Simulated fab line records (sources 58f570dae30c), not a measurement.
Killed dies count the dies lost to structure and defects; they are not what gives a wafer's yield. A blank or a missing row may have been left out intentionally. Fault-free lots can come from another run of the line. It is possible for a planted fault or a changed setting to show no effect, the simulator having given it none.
Problem report in the 8D (eight disciplines) form, filled by code ; flow berkeleyCmos170 ; the parts of the form that need people (team, actions taken, sign-off) are left out

## 1. WHAT IS WRONG
Across 12 wafers from 4 lots, GATE_OXIDE_THK at UCB170_GATE_THK_MEAS_02 averages 5.65 nm, while fault-free wafers read 6.67 nm with a standard deviation of 0.11. That puts it -9.2 standard deviations away from the usual mean.
The first sign was on wafer L372.1 at day 7 02:16, on filmMetro-03. Wafers with a number at this step in the record: 33, from 11 lots. Rule for "out", or "out of limits": more than 4 standard deviations from the usual mean. The other wafers with a number count as sound.

## 2. WHAT IT IS; WHAT IT IS NOT
question;is;is not
which readings at this step;GATE_OXIDE_THK;-
which lots;L370, L371, L372, L373;L367, L368, L369, L374, L380, L381, L390
which wafers of those lots;all that have a number;-
read on which gauges;filmMetro-01, filmMetro-03, filmMetro-04;-
when;from day 7 02:16;"up to then (9 sound wafers); but 12 sound wafers of L374, L380, L381, L390 came after"

## 3. SUSPECTS, AND WHAT RULES EACH OUT
Counting: a tool stays on the suspect list if, at a process step up to the reading, it processed all lots that are out and no sound lot following the first of them.
- ruled out: the gauge at UCB170_GATE_THK_MEAS_02. 3 gauges (filmMetro-01, filmMetro-03, filmMetro-04) read the wafers that are out.
- furnace-01 at UCB170_GATE_OXIDATION_01 (target thk 6.6 nm, ox time 1800 s): kept. It ran every lot that is out, first L370 (day 7 00:46), and no sound lot after that; its last sound lot up to then is L369 (day 6 14:34). Its own spikeTcCentreC, spikeTcLoadC, spikeTcSourceC, tubeCenterTempC, tube_center_temp_C_max readings are out on those wafers.
Left after counting: furnace-01 at UCB170_GATE_OXIDATION_01.

## 4. THE CAUSE (what the simulator had put in)
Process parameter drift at UCB170_GATE_OXIDATION_01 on furnace-01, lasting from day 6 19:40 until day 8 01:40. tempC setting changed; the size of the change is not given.
Counting left only this tool.

## 5. SEQUENCE OF EFFECTS, ordered by route
Each row: a reading where the mean over the struck wafers with a number is more than 3 standard deviations away from the usual. Only readings whose record carries a usual standard deviation are examined. hours: median over the lots of the time between each lot's start at the first step of this table that gives one and its start at this step. sigmas: the change, counted in usual standard deviations.
hours;step;reading;usual;on struck wafers;change;sigmas
0;UCB170_GATE_OXIDATION_01;spikeTcCentreC;852.8 C;838.6;-14.1;-13
0;UCB170_GATE_OXIDATION_01;spikeTcLoadC;872 C;857;-15;-4.6
0;UCB170_GATE_OXIDATION_01;spikeTcSourceC;871.0 C;856.7;-14.3;-9.5
0;UCB170_GATE_OXIDATION_01;tubeCenterTempC;850 C;836;-14;-99 or more
0;UCB170_GATE_OXIDATION_01;tube_center_temp_C_max;852.3;838.2;-14.1;-37
2;UCB170_GATE_THK_MEAS_02;GATE_OXIDE_THK;6.67 nm;5.65;-1.02;-9.2
The process steps in it:
- UCB170_GATE_OXIDATION_01: target thk 6.6 nm, ox time 1800 s.
At these later measuring or inspecting steps, every struck wafer for which the step has a row has a number for every such reading, and none has moved that far: UCB170_GATE_OVL_MEAS_13.

## 6. HOW IT WOULD HAVE BEEN CAUGHT EARLIER
The first out-of-limits reading at a measuring or inspecting step in this record came at day 7 02:16, 7 hours after the fault's start at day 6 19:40.
At UCB170_GATE_OXIDATION_01, the tool's own readings (spikeTcCentreC, spikeTcLoadC, spikeTcSourceC, tubeCenterTempC, tube_center_temp_C_max) were out on each struck wafer the step has a row for, so an alarm limit on them would have fired on the first such wafer.
All the lots that are out (4) had begun UCB170_GATE_OXIDATION_01 on furnace-01 by day 7 02:16. Had the tool been put on hold then, not one of them would have been saved.
